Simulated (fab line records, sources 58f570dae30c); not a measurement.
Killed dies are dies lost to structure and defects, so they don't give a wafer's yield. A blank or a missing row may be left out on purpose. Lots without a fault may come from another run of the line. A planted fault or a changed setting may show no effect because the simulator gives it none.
Which tool did it? | flow berkeley_cmos170 | 14 lots, 42 wafers sampled, at 2 steps of a route of 331

WHAT THE GAUGES READ, wafer by wafer
UCB170_START_THK_MEAS_03. Usual: START_OXIDE_THK 20.0 nm, standard deviation 0.32.
lot  | measured    | on            | START_OXIDE_THK (nm) | flag
L119 | day 1 14:46 | film_metro-02 | 20.2 20.4 20.4       |
L123 | day 2 12:10 | film_metro-02 | 20.1 19.8 20.1       |
L124 | day 2 14:55 | film_metro-02 | 20.0 20.5 20.5       |
L125 | day 2 21:41 | film_metro-03 | 19.6 19.5 20.0       |
L126 | day 3 00:54 | film_metro-01 | 20.5 20.5 20.5       |
L128 | day 3 12:02 | film_metro-03 | 20.1 20.2 19.8       |
L134 | day 4 18:31 | film_metro-01 | 19.8 19.8 19.6       |
L135 | day 4 23:07 | film_metro-02 | 19.8 19.6 19.7       |
L136 | day 5 06:02 | film_metro-01 | 20.7 20.5 21.0       |
L138 | day 5 14:08 | film_metro-02 | 20.7 20.2 20.4       |
L139 | day 5 18:38 | film_metro-01 | 20.0 19.7 20.4       |
L140 | day 5 22:40 | film_metro-03 | 19.8 19.7 19.8       |
L141 | day 6 04:49 | film_metro-03 | 20.2 19.7 19.6       |
L142 | day 6 12:00 | film_metro-02 | 20.1 19.9 20.1       |

UCB170_NVT_OVL_MEAS_06. Usual: NVT_OVL -1 nm, standard deviation 7.1.
lot  | measured     | on         | NVT_OVL (nm) | flag
L119 | day 6 07:07  | overlay-01 | -3 -6 3      |
L123 | day 7 14:17  | overlay-01 | -2 -14 -6    |
L124 | day 7 14:32  | overlay-02 | 9 0 11       |
L125 | day 7 14:46  | overlay-01 | 3 -1 -2      |
L126 | day 7 14:10  | overlay-02 | -1 -10 -8    |
L128 | day 8 06:32  | overlay-01 | -3 -9 -6     |
L134 | day 9 13:17  | overlay-02 | -6 -2 1      |
L135 | day 9 13:35  | overlay-02 | 3 -2 -3      |
L136 | day 9 13:44  | overlay-01 | 10 11 11     |
L138 | day 10 09:24 | overlay-01 | -10 -9 -16   |
L139 | day 10 09:01 | overlay-02 | 7 2 13       |
L140 | day 10 09:41 | overlay-01 | 6 2 5        |
L141 | day 11 04:17 | overlay-02 | 7 2 3        |
L142 | day 11 03:35 | overlay-02 | -1 2 -7      |

WHICH TOOL RAN EACH LOT (tool, then ch and the chambers of the sampled wafers, then the start)
The record holds no process step before these readings.

WHAT THE TOOLS THEMSELVES READ (means of the sampled wafers that have a number; where no wafer has one, the mark that the record gives instead)
The record holds no such reading with a usual standard deviation.

THE ANSWER, worked out from the rows above alone
Rule: a lot is off if the mean of its wafers that have a number lies more than 3 standard deviations from the usual mean. A lot without any number at a reading at which 4 lots or more have one is off too. The other lots that the step has rows for count as sound. The gauges are gone through in route order, then the tools' own readings, and for those a lot's mean is taken as printed above. The first step at which some lot is off is used, and at that step the reading that is off furthest; a lot without a number counts as furthest.
No lot is off at any reading shown: from this, nothing can be told.

WHAT THE SIMULATOR HAD PUT IN
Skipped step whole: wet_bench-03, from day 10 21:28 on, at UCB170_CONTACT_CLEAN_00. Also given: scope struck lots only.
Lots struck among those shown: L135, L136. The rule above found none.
